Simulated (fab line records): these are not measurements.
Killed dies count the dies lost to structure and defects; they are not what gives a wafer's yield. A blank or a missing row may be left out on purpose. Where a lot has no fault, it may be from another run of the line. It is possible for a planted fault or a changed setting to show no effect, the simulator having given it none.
What tool caused it? | flow berkeleyCmos170 | 14 lots with 42 wafers sampled at 3 steps, on a route of 331 steps

WHAT EACH GAUGE READ, for each wafer
UCB170_SILICIDE_RS_MEAS_02: the measuring method here is four-point-probe. Usual: SILICIDE_TI_RS 26.1 ohm/sq, standard deviation 0.46.
lot  | measured     | on           | SILICIDE_TI_RS (ohm/sq) | flag
L344 | day 6 12:17  | filmMetro-01 | 26.6 26.8 26.6          | 
L345 | day 7 01:08  | filmMetro-01 | 25.3 26.1 25.5          | 
L346 | day 7 12:02  | filmMetro-04 | 26.5 26.5 26.7          | 
L347 | day 8 01:31  | filmMetro-01 | 26.8 27.0 26.7          | 
L348 | day 8 02:07  | filmMetro-01 | 26.8 26.6 26.9          | 
L351 | day 8 11:28  | filmMetro-04 | 25.6 25.6 26.2          | 
L354 | day 8 19:19  | filmMetro-04 | 26.1 25.7 26.0          | 
L352 | day 8 19:38  | filmMetro-01 | 26.7 26.7 26.3          | 
L357 | day 9 22:49  | filmMetro-01 | - - - - - -             | OFF
L358 | day 9 23:09  | filmMetro-01 | - - - - - -             | OFF
L363 | day 10 12:59 | filmMetro-01 | 26.0 26.2 26.3          | 
L362 | day 10 13:25 | filmMetro-04 | 25.7 25.8 25.9          | 
L364 | day 10 15:44 | filmMetro-01 | 26.5 26.2 26.7          | 
L366 | day 11 13:11 | filmMetro-03 | 26.0 26.0 25.9          | 

UCB170_SILICIDE_THK_MEAS_03: measures by xrf. Usual: SILICIDE_TI_THK 30.0 nm, standard deviation 0.42.
lot  | measured     | on           | SILICIDE_TI_THK (nm)          | flag
L344 | day 6 12:25  | filmMetro-01 | 29.4 29.3 29.7                | 
L345 | day 7 01:15  | filmMetro-01 | 31.1 30.3 30.9                | 
L346 | day 7 12:07  | filmMetro-04 | 29.6 29.6 29.2                | 
L347 | day 8 01:38  | filmMetro-01 | 29.5 29.4 29.6                | 
L348 | day 8 02:13  | filmMetro-01 | 29.5 29.6 29.5                | 
L351 | day 8 11:35  | filmMetro-04 | 30.3 30.2 29.8                | 
L354 | day 8 19:26  | filmMetro-04 | 29.8 30.3 29.9                | 
L352 | day 8 19:45  | filmMetro-01 | 29.5 29.6 29.9                | 
L357 | day 10 00:55 | filmMetro-01 | <0.0 <0.0 <0.0 <0.0 <0.0 <0.0 | OFF
L358 | day 10 01:40 | filmMetro-01 | <0.0 <0.0 <0.0 <0.0 <0.0 <0.0 | OFF
L363 | day 10 13:05 | filmMetro-01 | 30.3 29.9 29.7                | 
L362 | day 10 13:32 | filmMetro-04 | 30.3 30.2 29.9                | 
L364 | day 10 15:50 | filmMetro-01 | 29.7 30.1 29.4                | 
L366 | day 11 13:18 | filmMetro-03 | 30.1 30.0 30.1                | 

WHICH TOOL RAN EACH LOT (tool, then ch and the chambers of the sampled wafers, then the start)
lot  | UCB170_SILICIDE_SPUTTER_01
L344 | pvdSputter-02, day 6 12:14
L345 | pvdSputter-01, day 7 01:06
L346 | pvdSputter-01, day 7 11:56
L347 | pvdSputter-03, day 8 01:29
L348 | pvdSputter-02, day 8 02:04
L351 | pvdSputter-02, day 8 11:25
L354 | pvdSputter-01, day 8 19:17
L352 | pvdSputter-03, day 8 19:36
L357 | pvdSputter-03, day 9 22:47
L358 | pvdSputter-02, day 9 23:07
L363 | pvdSputter-03, day 10 12:56
L362 | pvdSputter-02, day 10 13:23
L364 | pvdSputter-03, day 10 15:40
L366 | pvdSputter-02, day 11 13:09
- UCB170_SILICIDE_SPUTTER_01: material Ti, target thk 30 nm, time 25 s.

WHAT THE TOOLS THEMSELVES READ (means of the sampled wafers that have a number; where no wafer has one, the mark that the record gives instead)
UCB170_SILICIDE_SPUTTER_01. Usual: cathodeDcPowerW 1500.0 W, standard deviation 0.28; chamberPressurePa 0.4999 Pa, standard deviation 0.00094; throttleValvePct 29.9 %, standard deviation 1.2.
lot  | tool          | cathodeDcPowerW (W) | chamberPressurePa (Pa) | throttleValvePct (%) | flag
L344 | pvdSputter-02 | 1499.8              | 0.5004                 | 31.1                 | 
L345 | pvdSputter-01 | 1500.2              | 0.4995                 | 29.2                 | 
L346 | pvdSputter-01 | 1499.9              | 0.4999                 | 29.6                 | 
L347 | pvdSputter-03 | 1499.9              | 0.4998                 | 30.8                 | 
L348 | pvdSputter-02 | 1500.1              | 0.5000                 | 30.2                 | 
L351 | pvdSputter-02 | 1499.5              | 0.4996                 | 29.6                 | 
L354 | pvdSputter-01 | 1500.2              | 0.5004                 | 29.0                 | 
L352 | pvdSputter-03 | 1500.1              | 0.5006                 | 31.3                 | 
L357 | pvdSputter-03 | -                   | -                      | -                    | OFF
L358 | pvdSputter-02 | -                   | -                      | -                    | OFF
L363 | pvdSputter-03 | 1500.0              | 0.5013                 | 28.8                 | 
L362 | pvdSputter-02 | 1499.9              | 0.5001                 | 30.9                 | 
L364 | pvdSputter-03 | 1499.9              | 0.4998                 | 28.7                 | 
L366 | pvdSputter-02 | 1499.9              | 0.5011                 | 30.9                 | 

THE ANSWER, worked out from the rows above alone
Rule: a lot counts as off when the mean over its wafers that have a number is more than 3 standard deviations away from the usual mean. A lot without any number at a reading at which 4 lots or more have one is off too. The other lots that the step has rows for count as sound. First the gauges in route order, then the tools' own readings, where a lot's mean is used as printed above. The first step at which some lot is off is used, and at that step the reading that is off furthest; a lot without a number counts as furthest.
Off: L357, L358, seen at UCB170_SILICIDE_RS_MEAS_02 (SILICIDE_TI_RS). Without a number there: L357, L358.
If a tool, at a process step before that reading, ran all the lots that are off and no sound lot after the first of them, it fits. Not tried: the gauges at UCB170_SILICIDE_RS_MEAS_02; whatever is off there is also off at UCB170_SILICIDE_SPUTTER_01, on other tools, and gauge error can't account for it. Not one of the candidates tried fits.

WHAT THE SIMULATOR HAD INSERTED
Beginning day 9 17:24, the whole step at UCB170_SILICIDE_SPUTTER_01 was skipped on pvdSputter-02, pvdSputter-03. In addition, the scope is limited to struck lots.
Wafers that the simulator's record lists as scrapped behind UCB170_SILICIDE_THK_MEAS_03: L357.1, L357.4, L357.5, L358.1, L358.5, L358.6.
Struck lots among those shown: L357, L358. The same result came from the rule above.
